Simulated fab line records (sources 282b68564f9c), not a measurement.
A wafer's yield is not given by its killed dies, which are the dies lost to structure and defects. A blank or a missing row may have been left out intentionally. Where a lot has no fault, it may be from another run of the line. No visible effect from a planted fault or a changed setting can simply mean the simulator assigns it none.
Which tool is to blame? :: flow rit-cmos :: 42 wafers from 14 lots sampled at 3 of the route's 202 steps

== WHAT THE GAUGES SHOWED, per wafer ==
RIT_NSD_TW_MEAS_10.
lot: L866
measured: day 2 22:50
on: film-metro-02
NSD_TW: 3078 3084 3089

lot: L868
measured: day 3 10:16
on: film-metro-03
NSD_TW: 3073 3072 3074

lot: L869
measured: day 3 15:11
on: film-metro-02
NSD_TW: 3093 3074 3069

lot: L870
measured: day 3 20:57
on: film-metro-03
NSD_TW: 3087 3064 3078

lot: L871
measured: day 4 01:43
on: film-metro-01
NSD_TW: 3075 3086 3061

lot: L872
measured: day 4 04:38
on: film-metro-03
NSD_TW: 3102 3114 3104

lot: L876
measured: day 5 01:24
on: film-metro-01
NSD_TW: 3009 3009 3005

lot: L877
measured: day 5 06:18
on: film-metro-03
NSD_TW: 3001 3015 2997

lot: L881
measured: day 6 05:36
on: film-metro-03
NSD_TW: 3097 3089 3097

lot: L882
measured: day 6 07:46
on: film-metro-03
NSD_TW: 3112 3109 3092

lot: L883
measured: day 6 13:00
on: film-metro-03
NSD_TW: 3110 3114 3111

lot: L884
measured: day 6 19:32
on: film-metro-02
NSD_TW: 3066 3074 3061

lot: L887
measured: day 7 12:06
on: film-metro-03
NSD_TW: 3127 3107 3099

lot: L888
measured: day 7 14:40
on: film-metro-01
NSD_TW: 3062 3051 3067

RIT_SDANNEAL_RS_MEAS_05: a four-point-probe measurement.
lot: L866
measured: day 3 00:56
on: film-metro-01
NSD_RS (ohm/sq): 85.26 84.88 84.76

lot: L868
measured: day 3 12:26
on: film-metro-02
NSD_RS (ohm/sq): 85.42 85.70 85.65

lot: L869
measured: day 3 17:20
on: film-metro-02
NSD_RS (ohm/sq): 85.25 85.09 85.16

lot: L870
measured: day 3 23:07
on: film-metro-01
NSD_RS (ohm/sq): 85.43 85.44 85.42

lot: L871
measured: day 4 03:46
on: film-metro-03
NSD_RS (ohm/sq): 85.40 85.24 85.44

lot: L872
measured: day 4 06:52
on: film-metro-02
NSD_RS (ohm/sq): 85.34 85.23 85.29

lot: L876
measured: day 5 03:37
on: film-metro-03
NSD_RS (ohm/sq): 86.30 86.31 86.33

lot: L877
measured: day 5 08:23
on: film-metro-02
NSD_RS (ohm/sq): 85.92 85.98 86.35

lot: L881
measured: day 6 07:47
on: film-metro-02
NSD_RS (ohm/sq): 85.51 85.44 85.50

lot: L882
measured: day 6 09:48
on: film-metro-03
NSD_RS (ohm/sq): 85.12 85.33 85.20

lot: L883
measured: day 6 15:02
on: film-metro-02
NSD_RS (ohm/sq): 85.29 85.20 85.15

lot: L884
measured: day 6 21:35
on: film-metro-03
NSD_RS (ohm/sq): 84.96 85.38 85.04

lot: L887
measured: day 7 14:08
on: film-metro-03
NSD_RS (ohm/sq): 85.02 85.13 85.20

lot: L888
measured: day 7 16:52
on: film-metro-02
NSD_RS (ohm/sq): 85.22 85.33 85.46

== EACH LOT AND THE TOOL THAT RAN IT (in order: tool; ch and the chambers of the sampled wafers; start) ==
lot: L866
RIT_NSD_IMPLANT_08: implanter-01 ch 0, day 2 22:31

lot: L868
RIT_NSD_IMPLANT_08: implanter-03 ch 0, day 3 09:56

lot: L869
RIT_NSD_IMPLANT_08: implanter-04 ch 0, day 3 14:52

lot: L870
RIT_NSD_IMPLANT_08: implanter-03 ch 0, day 3 20:38

lot: L871
RIT_NSD_IMPLANT_08: implanter-01 ch 0, day 4 01:26

lot: L872
RIT_NSD_IMPLANT_08: implanter-01 ch 0, day 4 04:19

lot: L876
RIT_NSD_IMPLANT_08: implanter-01 ch 0, day 5 01:06

lot: L877
RIT_NSD_IMPLANT_08: implanter-01 ch 0, day 5 05:59

lot: L881
RIT_NSD_IMPLANT_08: implanter-04 ch 0, day 6 05:16

lot: L882
RIT_NSD_IMPLANT_08: implanter-04 ch 0, day 6 07:28

lot: L883
RIT_NSD_IMPLANT_08: implanter-03 ch 0, day 6 12:41

lot: L884
RIT_NSD_IMPLANT_08: implanter-04 ch 0, day 6 19:13

lot: L887
RIT_NSD_IMPLANT_08: implanter-03 ch 0, day 7 11:47

lot: L888
RIT_NSD_IMPLANT_08: implanter-04 ch 0, day 7 14:21
- RIT_NSD_IMPLANT_08

== WHAT THE TOOLS THEMSELVES READ (means of the sampled wafers that have a number; where no wafer has one, the mark that the record gives instead) ==
RIT_NSD_IMPLANT_08.
lot: L866
tool: implanter-01
beam-energy-keV: 24.995

lot: L868
tool: implanter-03
beam-energy-keV: 24.998

lot: L869
tool: implanter-04
beam-energy-keV: 25.002

lot: L870
tool: implanter-03
beam-energy-keV: 24.993

lot: L871
tool: implanter-01
beam-energy-keV: 25.005

lot: L872
tool: implanter-01
beam-energy-keV: 25.004

lot: L876
tool: implanter-01
beam-energy-keV: 22.488

lot: L877
tool: implanter-01
beam-energy-keV: 22.492

lot: L881
tool: implanter-04
beam-energy-keV: 24.992

lot: L882
tool: implanter-04
beam-energy-keV: 25.005

lot: L883
tool: implanter-03
beam-energy-keV: 25.001

lot: L884
tool: implanter-04
beam-energy-keV: 25.006

lot: L887
tool: implanter-03
beam-energy-keV: 24.994

lot: L888
tool: implanter-04
beam-energy-keV: 25.007

== THE ANSWER, worked out from the rows above alone ==
Rule: usual is defined by the lots themselves. Put in order of their means at a reading, lots are off if they are a third of the lots or fewer, leave a main group of 4 or more, and stand apart from it by a gap of 3 or more times the standard deviation of the main group's means; of several such gaps the widest counts. The tables above print the reading to a certain number of digits; a main group whose means all agree to those digits is not used. A lot without any number at a reading at which 4 lots or more have one is off too. All remaining lots with rows at the step are treated as sound. The gauges are gone through in route order, then the tools' own readings, and for those a lot's mean is taken as printed above. The first step at which some lot is off is used, and at that step the reading that is off furthest; a lot without a number counts as furthest.
Off: L876, L877, seen at RIT_NSD_TW_MEAS_10 (NSD_TW). For the main group the mean is 3087 and the standard deviation 17.
A tool fits if, at a process step before that reading, it ran every lot that is off, and no sound lot after the first of them. The gauges at RIT_NSD_TW_MEAS_10 aren't tried: what is off there is off at RIT_NSD_IMPLANT_08 too, on other tools, and a gauge's error can't cause that. One candidate fits, namely implanter-01 at RIT_NSD_IMPLANT_08. Its last sound lot is L872 (day 4 04:19), its first lot that is off L876 (day 5 01:06): a fault that began between those two fits.
The tool's own readings at RIT_NSD_IMPLANT_08 bear it out: on the lots that are off they differ by more than 5 times the standard deviation of the sound lots' means. beam-energy-keV reads 22.490 there against 25.000 on the sound lots.

== WHAT HAD BEEN PUT IN BY THE SIMULATOR ==
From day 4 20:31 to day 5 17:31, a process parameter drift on implanter-01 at RIT_NSD_IMPLANT_08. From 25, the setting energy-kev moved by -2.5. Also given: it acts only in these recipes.
Lots struck among those shown: L876, L877. The rule above found the same.
